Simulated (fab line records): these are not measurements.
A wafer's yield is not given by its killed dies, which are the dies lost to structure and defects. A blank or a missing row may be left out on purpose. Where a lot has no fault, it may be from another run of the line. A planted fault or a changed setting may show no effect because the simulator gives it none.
Split-lot trial ; flow rit_cmos ; 23 wafers read from 5 lots, route of 202 steps

== ON THE SPLIT ==
At RIT_SPACER_CLEAN_01 (cleans in dHF, time 30 s), the setting time_s was moved away from the recipe's 30 s on 15 of the 23 wafers read, by -5.1% to +14.9%. For the rest of the wafers, this setting stayed at what the recipe calls for.

== FROM THE SPLIT TO THE READING: what the file shows between them, 8 steps ==
- RIT_PSD_COAT_01: resist thk 1000 nm (also split here: spin_rpm)
- RIT_PSD_SOFTBAKE_02: time 60 s
- RIT_PSD_EXPOSE_03: exposes mask M10, target cd 40900 nm
- RIT_PSD_DEVELOP_05: develop time 50 s
- RIT_PSD_HARDBAKE_07: time 60 s
- RIT_PSD_IMPLANT_08 (also split here: energy_kev)
- RIT_SDANNEAL_RTA_03: time 5 s (also split here: time_s)
- RIT_SDANNEAL_RS_MEAS_04: measures by four-point-probe

== THE READING ==
etest.field_n.vt_v (the simulator's own value, which no gauge read), in V, at RIT_M1_PROBE_99. The file does not state a usual value for it. Here, 8 wafers ran the recipe; their average is 35.29 V with a standard deviation of 0.41 V.

wafer;tool, chamber at the split;time_s as run, s;against the recipe;etest.field_n.vt_v, V;against lot-mates on the recipe
L075.1;wet_bench-02, 1;30;recipe;34.38;-
L075.2;wet_bench-02, 1;30;recipe;35.23;-
L075.4;wet_bench-02, 1;30;recipe;35;-
L077.1;-, -;34.48;+14.9%;38.41;no lot-mate on the recipe
L077.3;-, -;34.48;+14.9%;37.85;no lot-mate on the recipe
L077.4;-, -;34.48;+14.9%;38.46;no lot-mate on the recipe
L077.5;-, -;34.48;+14.9%;38.85;no lot-mate on the recipe
L077.6;-, -;34.48;+14.9%;38.78;no lot-mate on the recipe
L079.1;-, -;33.83;+12.8%;37.94;no lot-mate on the recipe
L079.2;-, -;33.83;+12.8%;38.33;no lot-mate on the recipe
L079.3;-, -;33.83;+12.8%;38.85;no lot-mate on the recipe
L079.4;-, -;33.83;+12.8%;38.19;no lot-mate on the recipe
L079.6;-, -;33.83;+12.8%;37.52;no lot-mate on the recipe
L082.1;-, -;30;recipe;35.74;-
L082.2;-, -;30;recipe;35.36;-
L082.4;-, -;30;recipe;35.47;-
L082.5;-, -;30;recipe;35.74;-
L082.6;-, -;30;recipe;35.42;-
L084.1;-, -;28.46;-5.1%;34.5;no lot-mate on the recipe
L084.2;-, -;28.46;-5.1%;35.1;no lot-mate on the recipe
L084.3;-, -;28.46;-5.1%;34.16;no lot-mate on the recipe
L084.5;-, -;28.46;-5.1%;33.74;no lot-mate on the recipe
L084.6;-, -;28.46;-5.1%;34.16;no lot-mate on the recipe

THE FIT
A straight line over all 23 wafers: etest.field_n.vt_v changes by +0.212 V for each +1% of time_s; r = +0.97; the points scatter about the line by 0.44 V.
Too few moved wafers with a lot-mate on the recipe to fit a line net of each lot's own level.

== THE WHOLE CHAIN: every reading that the file lists as answering this split, in the file's order ==
step;what it does;reading;change (the file's fit);r (the file's)
RIT_SPACER_CLEAN_01;cleans in dHF, time 30 s;SiO2_of_FOX2_OXIDATION_00.thk_nm (the simulator's own value, which no gauge read);+1.58 nm for each +1% of the setting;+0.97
RIT_M1_PROBE_99;;etest.field_n.vt_v (the simulator's own value, which no gauge read);+0.212 V for each +1% of the setting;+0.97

== THE FILE'S OWN FIT ==
etest.field_n.vt_v changes by +0.212 V for each +1% of time_s, r = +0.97.
